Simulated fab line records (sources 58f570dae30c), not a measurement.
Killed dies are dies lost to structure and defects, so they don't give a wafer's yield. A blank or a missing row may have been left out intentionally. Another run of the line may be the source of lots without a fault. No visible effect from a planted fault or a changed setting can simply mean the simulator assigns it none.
8D (eight disciplines) problem report, filled in by code :: flow berkeley-cmos170 :: the parts of the form that need people (team, actions taken, sign-off) are left out

== 1. THE ISSUE ==
PLDD_RS at UCB170_SDANNEAL_RS_MEAS_04 reads a mean of 952 ohm/sq on 6 wafers of 2 lots; wafers without a fault read 1030 ohm/sq with a standard deviation of 3.1. Relative to the usual mean, that is a shift of -25 standard deviations.
The step: measures by four-point-probe.
First observed at day 10 23:07: wafer L861.2, on film-metro-04. The record has a number at this step for 42 wafers belonging to 14 lots. By rule, "out" or "out of limits" means more than 4 standard deviations away from the usual mean. Any other wafer with a number is counted as sound.

== 2. WHAT IT IS; WHAT IT IS NOT ==
question: which readings at this step
is: PLDD_RS
is not: -

question: which lots
is: L861, L862
is not: L842, L843, L844, L845, L846, L848, L849, L850, L851, L853, L854, L860

question: which wafers of those lots
is: all that have a number
is not: -

question: read on which gauges
is: film-metro-01, film-metro-04
is not: film-metro-02

question: when
is: from day 10 23:07
is not: up to then (33 sound wafers); but 3 sound wafers of L860 came after

== 3. THE SUSPECTS, EACH WITH WHAT RULES IT OUT ==
Counting: a tool at a process step up to the reading stays a suspect if it ran every lot that is out and no sound lot after the first of them.
- ruled out: the gauge at UCB170_SDANNEAL_RS_MEAS_04. 2 gauges (film-metro-01, film-metro-04) read the wafers that are out.
- implanter-03 at UCB170_PLDD_IMPLANT_08: kept. Every lot that is out went through it, starting with L861 (day 10 11:07), and after that it ran no sound lot; the last sound lot it ran before then is L854 (day 8 23:27). On those wafers its own readings are out: beam-on-s, end-station-pressure-torr, faraday-current-uA.
Remaining after the count: implanter-03 at UCB170_PLDD_IMPLANT_08.

== 4. THE CAUSE (what the simulator had put in) ==
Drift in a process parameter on implanter-03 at UCB170_PLDD_IMPLANT_08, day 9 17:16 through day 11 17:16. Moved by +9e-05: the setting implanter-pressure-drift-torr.
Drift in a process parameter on implanter-03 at UCB170_PLDD_IMPLANT_08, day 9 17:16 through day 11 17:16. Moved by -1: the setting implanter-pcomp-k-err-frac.
Counting left only this tool.

== 5. THE EFFECT CHAIN, in route order ==
Rows list readings where the struck wafers' mean (over those with a number) sits beyond 3 standard deviations from the usual. Only readings for which the record gives a usual standard deviation are gone through. hours: the time from each lot's start at the first step in this table that gives one to its start at this step, as a median over the lots. sigmas: the change in usual standard deviations.
hours: 0
step: UCB170_PLDD_IMPLANT_08
reading: beam-on-s
usual: 10.02 s
on struck wafers: 12.02
change: +2.00
sigmas: +10

hours: 0
step: UCB170_PLDD_IMPLANT_08
reading: end-station-pressure-torr
usual: 5.13e-06 Torr
on struck wafers: 9.55e-05
change: +9.04e-05
sigmas: +99 or more

hours: 0
step: UCB170_PLDD_IMPLANT_08
reading: faraday-current-uA
usual: 158
on struck wafers: 134
change: -24
sigmas: -7.4

hours: 12
step: UCB170_SDANNEAL_RS_MEAS_04
reading: PLDD_RS
usual: 1030 ohm/sq
on struck wafers: 952
change: -78
sigmas: -25
Process steps it contains:
- UCB170_PLDD_IMPLANT_08

== 6. WHAT WOULD HAVE CAUGHT IT SOONER ==
Counted from the fault's start at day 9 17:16, it took 30 hours until the first out-of-limits reading at a measuring or inspecting step in this record, taken at day 10 23:07.
At UCB170_PLDD_IMPLANT_08, the tool's own readings (beam-on-s, end-station-pressure-torr, faraday-current-uA) were out on each struck wafer the step has a row for, so an alarm limit on them would have fired on the first such wafer.
By day 10 23:07 the whole set of lots that are out, 2 in number, had already begun UCB170_PLDD_IMPLANT_08 on implanter-03. None of them would have been spared by holding the tool at that moment.
